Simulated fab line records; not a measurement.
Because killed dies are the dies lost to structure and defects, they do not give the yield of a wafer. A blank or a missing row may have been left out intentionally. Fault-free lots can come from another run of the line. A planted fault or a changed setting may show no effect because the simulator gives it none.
fab line records	flow berkeleyCmos170
[record] lots = 5	wafers = 15	lastDay = 13
route steps=331 shown ACTIVE@63 PFIELD@79 FIELD@89
lots that met no fault: from a run of the same line without faults
startH: hours from the record's first day to the start of the lot's first wafer shown	waitH: hours elapsed since this lot's preceding step	" identical to the entry in the row above	L1.1+2: a single row standing in for several wafers	- value missing, or start not given	* or withheld: withheld	< > ~ a bound
route shown NAME@n: names a module that has steps shown in the file, with the first one's number in the route	usual: mean/standard deviation taken from wafers without a fault	same: alike in all rows	chamber/n: place in a boat	sites: readings site by site	_std_site: standard deviation of those values	_edge_site: inner sites' mean taken away from outer sites' mean	radiusMm: for every site, how far away it sits from the centre of the wafer	mask NAME#n: copy n	behind: tool/chamber where the wafer was last shaped	hold: reason for holding the lot/hours on hold/outcome of the hold	device: the n, p or np transistor that did not switch	end of line: the same wafers' tests at the end of the route	a step with no rows: only its recipe	killed: at the first sort, the dies lost to defects and structure; wafer yield is something else	map: the dies of a wafer, with x for killed, . for not killed, _ for no die there
set.NAME: the run value of the setting; set.NAME@STEP: its run value at that earlier step	model.NAME: the simulator's own value behind a step, which no gauge read
lots at selected steps of the route; one table per step, one row per wafer
services: a tool's chamber out of use, with start hour (startH, from the record's first day; less than 0 if before it), hours out, and reason
[[steps]]
[step UCB170_ACTIVE_THK_MEAS_03]
[recipe] reads = SiO2_of_ACTIVE_OXIDATION_02
[usual] ACTIVE_OXIDE_THK = 26.6/0.58
lot.wafer	tool	chamber	startH	waitH	ACTIVE_OXIDE_THK[nm]
L561.1	filmMetro-04	-	93.88	0.0	26.8
L561.4	"	-	"	"	26.1
L561.6	"	-	"	"	26.8
L566.3	filmMetro-02	-	114.69	0.0	27.3
L566.4	"	-	"	"	27.6
L566.6	"	-	"	"	27.0
L569.1	filmMetro-02	-	131.36	0.0	26.3
L569.3	"	-	"	"	26.5
L569.6	"	-	"	"	26.7
L578.2	filmMetro-04	-	181.24	0.1	26.1
L578.4	"	-	"	"	26.3
L578.5	"	-	"	"	26.3
L583.1	filmMetro-01	-	196.99	0.0	26.3
L583.5	"	-	"	"	26.4
L583.6	"	-	"	"	26.8
[step UCB170_ACTIVE_ANNEAL_04]
[recipe] tempC = 1000	timeS = 900	ambient = N2
[step UCB170_ACTIVE_CVD_05]
[recipe] material = Si3N4	targetThkNm = 220	tempC = 800	precursor = SiH2Cl2/NH3	timeS = 3300	pressureMtorr = 200	sih2cl2FlowSccm = 25	nh3FlowSccm = 75
[step UCB170_ACTIVE_THK_MEAS_06]
[recipe] reads = Si3N4_of_ACTIVE_CVD_05
[usual] ACTIVE_NITRIDE_THK = 219.7/1.8
lot.wafer	tool	chamber	startH	waitH	ACTIVE_NITRIDE_THK[nm]
L561.1	filmMetro-01	-	100.98	0.0	221.8
L561.4	"	-	"	"	221.7
L561.6	"	-	"	"	221.3
L566.3	filmMetro-04	-	123.34	0.0	216.7
L566.4	"	-	"	"	218.6
L566.6	"	-	"	"	219.2
L569.1	filmMetro-02	-	138.76	0.0	219.5
L569.3	"	-	"	"	222.4
L569.6	"	-	"	"	220.8
L578.2	filmMetro-01	-	187.87	0.1	217.5
L578.4	"	-	"	"	216.8
L578.5	"	-	"	"	218.9
L583.1	filmMetro-01	-	206.74	0.0	219.6
L583.5	"	-	"	"	220.1
L583.6	"	-	"	"	221.8
[step UCB170_ACTIVE_HMDS_07]
[recipe] primeTimeS = 60	primeTempC = 100
[step UCB170_ACTIVE_COAT_08]
[recipe] resist = KrF	spinRpm = 1500	resistThkNm = 900
[step UCB170_ACTIVE_SOFTBAKE_09]
[recipe] resist = KrF	tempC = 130	timeS = 60
[step UCB170_ACTIVE_EXPOSE_10]
[recipe] maskId = ACTIVE	targetCdNm = 1200	na = 0.5	sigmaOuter = 0.6	sourceShape = conventional	doseMj = 20
[step UCB170_ACTIVE_PEB_11]
[recipe] pebTempC = 130	pebTimeS = withheld	resist = KrF
[usual] plateSensorTCentreC = 131.41/0.0096	plateSensorTEdgeC = 131.53/0.0094
lot.wafer	tool	chamber	startH	waitH	plateSensorTCentreC	plateSensorTEdgeC
L561.1	lithoTrack-04	0	101.85	0.1	131.41	131.52
L561.4	"	0	"	"	131.41	131.54
L561.6	"	0	"	"	131.4	131.54
L566.3	lithoTrack-03	0	124.12	0.1	131.41	131.53
L566.4	"	0	"	"	131.4	131.53
L566.6	"	0	"	"	131.41	131.53
L569.1	lithoTrack-03	0	140.54	0.8	131.39	131.52
L569.3	"	0	"	"	131.4	131.53
L569.6	"	0	"	"	131.4	131.54
L578.2	lithoTrack-04	0	189.38	0.3	131.4	131.54
L578.4	"	0	"	"	131.42	131.51
L578.5	"	0	"	"	131.4	131.53
L583.1	lithoTrack-01	0	207.80	0.1	131.39	131.53
L583.5	"	0	"	"	131.41	131.54
L583.6	"	0	"	"	131.41	131.52
[step UCB170_ACTIVE_DEVELOP_12]
[recipe] developer = TMAH	developTimeS = 45	resist = KrF	devTempC = 21
[step UCB170_ACTIVE_CD_MEAS_13]
[recipe] targetCdNm = 1200
[usual] cdNm = 1200.3/1.4
lot.wafer	tool	chamber	startH	waitH	cdNm
L561.1	cdSem-01	-	102.12	-	1201.5
L561.4	"	-	"	"	1202.1
L561.6	"	-	"	"	1200.9
L566.3	cdSem-02	-	124.38	-	1200.1
L566.4	"	-	"	"	1199.3
L566.6	"	-	"	"	1199.4
L569.1	cdSem-02	-	140.82	-	1201.6
L569.3	"	-	"	"	1201.9
L569.6	"	-	"	"	1201.9
L578.2	cdSem-01	-	189.65	-	1201.5
L578.4	"	-	"	"	1200.7
L578.5	"	-	"	"	1199.7
L583.1	cdSem-02	-	208.07	-	1201.6
L583.5	"	-	"	"	1199.1
L583.6	"	-	"	"	1201.9
[step UCB170_ACTIVE_OVL_MEAS_14]
[usual] ACTIVE_OVL = 3/4.6
lot.wafer	tool	chamber	startH	waitH	ACTIVE_OVL[nm]
L561.1	overlay-02	-	102.24	0.1	10
L561.4	"	-	"	"	4
L561.6	"	-	"	"	4
L566.3	overlay-01	-	124.47	0.1	0
L566.4	"	-	"	"	7
L566.6	"	-	"	"	3
L569.1	overlay-02	-	140.94	0.1	-7
L569.3	"	-	"	"	-7
L569.6	"	-	"	"	-6
L578.2	overlay-01	-	189.76	0.1	7
L578.4	"	-	"	"	12
L578.5	"	-	"	"	8
L583.1	overlay-02	-	208.19	0.1	4
L583.5	"	-	"	"	1
L583.6	"	-	"	"	4
[step UCB170_ACTIVE_ETCH_15]
[recipe] chemistry = CH3F/Ar/O2	target = Si3N4	stopOn = SiO2	CH3F_flow_sccm = 20	Ar_flow_sccm = 50	O2_flow_sccm = 7	pressureMtorr = 50	rfW = 450	targetDepthA = 2420	overEtchFrac = 0.1	timeS = 151
[usual] O2_flow_sccm = 6.998/0.021	drypumpMotorCurrentA = 5.8/0.52	oesProductAu = 0.938/0.019	throttleValvePct = 8.02/0.059
lot.wafer	tool	chamber	startH	waitH	O2_flow_sccm	drypumpMotorCurrentA	oesProductAu	rfHoursCounterH	throttleValvePct	model.KrF_of_ACTIVE_COAT_08.thkNm	model.SiO2_of_ACTIVE_OXIDATION_02.thkNm
L561.1	rieDiel-01	2	102.28	0.0	7.002	5.8	0.952	6	8.14	727.2	23.1
L561.4	"	3	"	"	7.002	5.4	0.931	-	8.05	719.7	22.12
L561.6	"	0	"	"	6.993	6.7	0.913	-	8.02	723.1	22.9
L566.3	rieDiel-01	2	124.50	0.0	7.021	5.8	0.934	7	8.13	719.7	23.64
L566.4	"	0	"	"	6.981	6.7	0.900	112	8.02	721	23.65
L566.6	"	1	"	"	6.984	6.0	0.918	-	7.98	720.8	23.34
L569.1	rieDiel-04	3	140.97	0.0	6.994	5.0	0.931	153	8.06	721.8	22.44
L569.3	"	2	"	"	6.959	6.5	0.964	7	7.95	721.3	22.54
L569.6	"	2	"	"	6.960	6.5	0.951	-	7.94	719.8	22.68
L578.2	rieDiel-01	1	189.79	0.0	6.971	6.0	0.919	143	7.98	639.4	0.3215
L578.4	"	0	"	"	6.977	6.6	0.902	116	8.00	721	22.39
L578.5	"	3	"	"	7.008	5.4	0.919	-	8.05	726.6	22.24
L583.1	rieDiel-04	1	208.23	0.0	7.008	6.0	0.932	2	8.10	725.1	22.72
L583.5	"	2	"	"	7.009	6.5	0.958	-	7.96	719.2	22.44
L583.6	"	3	"	"	6.965	5.0	0.920	-	8.06	721.8	22.87
[step UCB170_ACTIVE_STRIP_16]
[recipe] chemistry = O2	powerW = 400	pressureMtorr = 3500	platenTempC = withheld	o2FlowSccm = 400	overashFraction = 0.5
[usual] drypumpMotorCurrentA = 5.9/0.51	oesProductAu = 0.721/0.0045	stripTimeToEndpointS = 18.06/0.073
lot.wafer	tool	chamber	startH	waitH	drypumpMotorCurrentA	oesProductAu	rfHoursCounterH	stripTimeToEndpointS
L561.1	plasmaAsher-02	0	102.38	0.1	5.2	0.727	33	18.16
L561.4	"	1	"	"	5.4	0.715	-	17.96
L561.6	"	0	"	"	5.2	0.718	-	18.06
L566.3	plasmaAsher-01	0	124.63	0.1	6.3	0.711	-	17.97
L566.4	"	1	"	"	6.4	0.718	-	18.00
L566.6	"	1	"	"	6.5	0.721	-	18.00
L569.1	plasmaAsher-01	1	141.07	0.1	6.5	0.716	35	18.02
L569.3	"	1	"	"	6.5	0.718	-	18.00
L569.6	"	1	"	"	6.4	0.729	-	17.95
L578.2	plasmaAsher-04	1	189.89	0.1	5.7	0.716	9	16.04
L578.4	"	0	"	"	6.4	0.724	-	18.00
L578.5	"	0	"	"	6.3	0.727	-	18.13
L583.1	plasmaAsher-01	1	208.33	0.1	6.4	0.718	44	18.09
L583.5	"	1	"	"	6.4	0.715	-	17.97
L583.6	"	0	"	"	6.3	0.724	-	18.04
[step UCB170_ACTIVE_CD_MEAS_90]
[recipe] targetCdNm = 1200
[usual] cdNm = 1200.3/1.5
lot.wafer	tool	chamber	startH	waitH	cdNm
L561.1	cdSem-01	-	102.48	0.1	1201.4
L561.4	"	-	"	"	1201.8
L561.6	"	-	"	"	1201.0
L566.3	cdSem-02	-	124.74	0.1	1200.5
L566.4	"	-	"	"	1199.6
L566.6	"	-	"	"	1199.3
L569.1	cdSem-02	-	141.17	0.1	1201.5
L569.3	"	-	"	"	1202.2
L569.6	"	-	"	"	1202.1
L578.2	cdSem-01	-	190.01	0.1	1200.8
L578.4	"	-	"	"	1200.9
L578.5	"	-	"	"	1200.0
L583.1	cdSem-02	-	208.43	0.1	1201.8
L583.5	"	-	"	"	1199.4
L583.6	"	-	"	"	1201.8
[step UCB170_ACTIVE_CLEAN_17]
[recipe] chemistry = SPM	tempC = 120	timeS = 600
[step UCB170_PFIELD_HMDS_00]
[recipe] primeTimeS = 60	primeTempC = 100
[step UCB170_PFIELD_COAT_01]
[recipe] resist = KrF	spinRpm = 1500	resistThkNm = 900
[step UCB170_PFIELD_SOFTBAKE_02]
[recipe] resist = KrF	tempC = 130	timeS = 60
[step UCB170_PFIELD_EXPOSE_03]
[recipe] maskId = PFIELD	na = 0.5	sigmaOuter = 0.6	sourceShape = conventional	targetCdNm = 1500	doseMj = 30
[step UCB170_PFIELD_PEB_04]
[recipe] pebTempC = 130	pebTimeS = withheld	resist = KrF
[step UCB170_PFIELD_DEVELOP_05]
[recipe] developer = TMAH	developTimeS = 45	resist = KrF	devTempC = 21
[step UCB170_PFIELD_OVL_MEAS_06]
[usual] PFIELD_OVL = -1/5.5
lot.wafer	tool	chamber	startH	waitH	PFIELD_OVL[nm]
L561.1	overlay-01	-	104.03	-	-4
L561.4	"	-	"	"	-4
L561.6	"	-	"	"	-5
L566.3	overlay-02	-	130.15	-	-11
L566.4	"	-	"	"	-8
L566.6	"	-	"	"	-11
L569.1	overlay-01	-	143.82	-	12
L569.3	"	-	"	"	13
L569.6	"	-	"	"	10
L578.2	overlay-02	-	192.64	-	2
L578.4	"	-	"	"	-7
L578.5	"	-	"	"	5
L583.1	overlay-02	-	209.79	-	0
L583.5	"	-	"	"	-5
L583.6	"	-	"	"	0
[step UCB170_PFIELD_IMPLANT_07]
[recipe] species = B	doseCm2 = 2e+13	energyKev = 80	tiltDeg = 7
[step UCB170_PFIELD_STRIP_08]
[recipe] chemistry = O2	powerW = 400	pressureMtorr = 3500	platenTempC = withheld	o2FlowSccm = 400	overashFraction = 0.5
[usual] drypumpMotorCurrentA = 6.0/0.46	oesProductAu = 0.734/0.0048	stripTimeToEndpointS = 21.61/0.066
lot.wafer	tool	chamber	startH	waitH	drypumpMotorCurrentA	oesProductAu	rfHoursCounterH	stripTimeToEndpointS
L561.1	plasmaAsher-03	1	104.22	0.1	6.4	0.736	39	21.70
L561.4	"	1	"	"	6.4	0.732	-	21.63
L561.6	"	1	"	"	6.4	0.733	-	21.56
L566.3	plasmaAsher-03	1	130.36	0.1	6.4	0.742	-	21.71
L566.4	"	0	"	"	5.2	0.731	-	21.75
L566.6	"	0	"	"	5.2	0.732	-	21.76
L569.1	plasmaAsher-01	1	144.00	0.1	6.5	0.735	35	21.59
L569.3	"	0	"	"	6.3	0.730	-	21.61
L569.6	"	1	"	"	6.5	0.735	-	21.65
L578.2	plasmaAsher-04	1	192.82	0.1	5.7	0.732	9	21.61
L578.4	"	1	"	"	5.7	0.735	-	21.59
L578.5	"	0	"	"	6.3	0.730	-	21.60
L583.1	plasmaAsher-01	0	209.97	0.1	6.3	0.729	44	21.61
L583.5	"	1	"	"	6.5	0.732	-	21.62
L583.6	"	0	"	"	6.3	0.731	-	21.57
[step UCB170_PFIELD_TW_MEAS_09]
[usual] PFIELD_TW = 601/6.7
lot.wafer	tool	chamber	startH	waitH	PFIELD_TW
L561.1	filmMetro-03	-	104.32	0.1	607
L561.4	"	-	"	"	604
L561.6	"	-	"	"	603
L566.3	filmMetro-03	-	130.45	0.1	607
L566.4	"	-	"	"	608
L566.6	"	-	"	"	609
L569.1	filmMetro-03	-	144.10	0.1	609
L569.3	"	-	"	"	612
L569.6	"	-	"	"	615
L578.2	filmMetro-01	-	192.93	0.1	597
L578.4	"	-	"	"	596
L578.5	"	-	"	"	595
L583.1	filmMetro-03	-	210.07	0.1	610
L583.5	"	-	"	"	606
L583.6	"	-	"	"	607
[step UCB170_FIELD_CLEAN_00]
[recipe] chemistry = dHF	dilution = 25:1	timeS = 7.5
lot.wafer	tool	chamber	startH	waitH	model.SiO2_of_ACTIVE_OXIDATION_02.thkNm
L561.1	wetBench-01	3	104.38	0.1	21.63
L561.4	"	3	"	"	20.64
L561.6	"	3	"	"	21.43
L566.3	wetBench-02	0	130.49	0.0	22.17
L566.4	"	0	"	"	22.18
L566.6	"	0	"	"	21.86
L569.1	wetBench-03	2	144.26	0.1	20.98
L569.3	"	2	"	"	21.08
L569.6	"	2	"	"	21.22
L578.2	wetBench-03	0	192.98	0.0	0.1505
L578.4	"	0	"	"	20.92
L578.5	"	0	"	"	20.76
L583.1	wetBench-02	1	210.13	0.1	21.26
L583.5	"	1	"	"	20.99
L583.6	"	1	"	"	21.41
[step UCB170_FIELD_OXIDATION_01]
[recipe] tempC = 1000	ambient = H2O	pH2oTorr = 584.62	targetThkA = 5583	oxTimeS = 7200
[[services]]
tool	chamber	startH	hours	kind
rieDiel-04	2	80.72	1.9	repair
rieDiel-04	0	83.26	13.9	repair
plasmaAsher-02	-	104.41	4.1	repair
plasmaAsher-04	-	108.75	9.0	pm
plasmaAsher-04	0	108.75	9.0	ventCycle
plasmaAsher-04	1	108.75	9.0	ventCycle
plasmaAsher-02	-	109.82	13.8	repair
rieDiel-04	1	111.60	8.5	repair
plasmaAsher-04	0	117.75	-	clean
plasmaAsher-04	1	117.75	-	clean
rieDiel-01	0	134.77	4.5	repair
rieDiel-04	1	135.68	-	clean
rieDiel-04	1	135.68	13.8	scheduledDown
rieDiel-04	1	135.68	13.8	ventCycle
rieDiel-01	2	141.59	6.9	repair
rieDiel-04	3	149.47	-	clean
rieDiel-04	3	149.47	16.0	scheduledDown
wetBench-02	-	165.55	2.1	repair
plasmaAsher-03	-	175.51	13.0	repair
rieDiel-04	-	188.78	0.4	repair
plasmaAsher-01	-	205.16	2.2	repair
rieDiel-01	1	208.63	-	clean
rieDiel-01	1	208.63	17.4	scheduledDown
rieDiel-01	1	208.63	17.4	ventCycle
[[key]]
[firstSign] step = UCB170_ACTIVE_STRIP_16	reading = stripTimeToEndpointS	direction = down	sigmas = 28	usual = *	struck = *
effect none on later readings
[modelEffect] step = UCB170_ACTIVE_ETCH_15	value = KrF_of_ACTIVE_COAT_08.thkNm	without = 728.3	struck = 639.4
[modelEffect] step = UCB170_FIELD_CLEAN_00	value = SiO2_of_ACTIVE_OXIDATION_02.thkNm	without = 21.02	struck = 0.1505
metAt UCB170_ACTIVE_ETCH_15
struckWafers L578.2
sortLeftOut L578.2
testerLeftOut L578
onsetBetween 124.50 189.79
[fault] kind = processParameterDrift	tool = rieDiel-01	chamber = 1	onsetH = 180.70	steps = UCB170_ACTIVE_ETCH_15	channel = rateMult	offset = 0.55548	shape = step	endH = 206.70
// testerLeftOut: of these lots the tester's yield and bins aren't shown, on N5 and GAA mostly nor the transistor test; their killed dies are dies lost to structure and defects alone, not to doping, threshold or leakage, so they don't give the yield
// sortLeftOut: the simulated sort isn't trusted on such a fault, so these wafers' sort isn't shown, and their yield isn't known
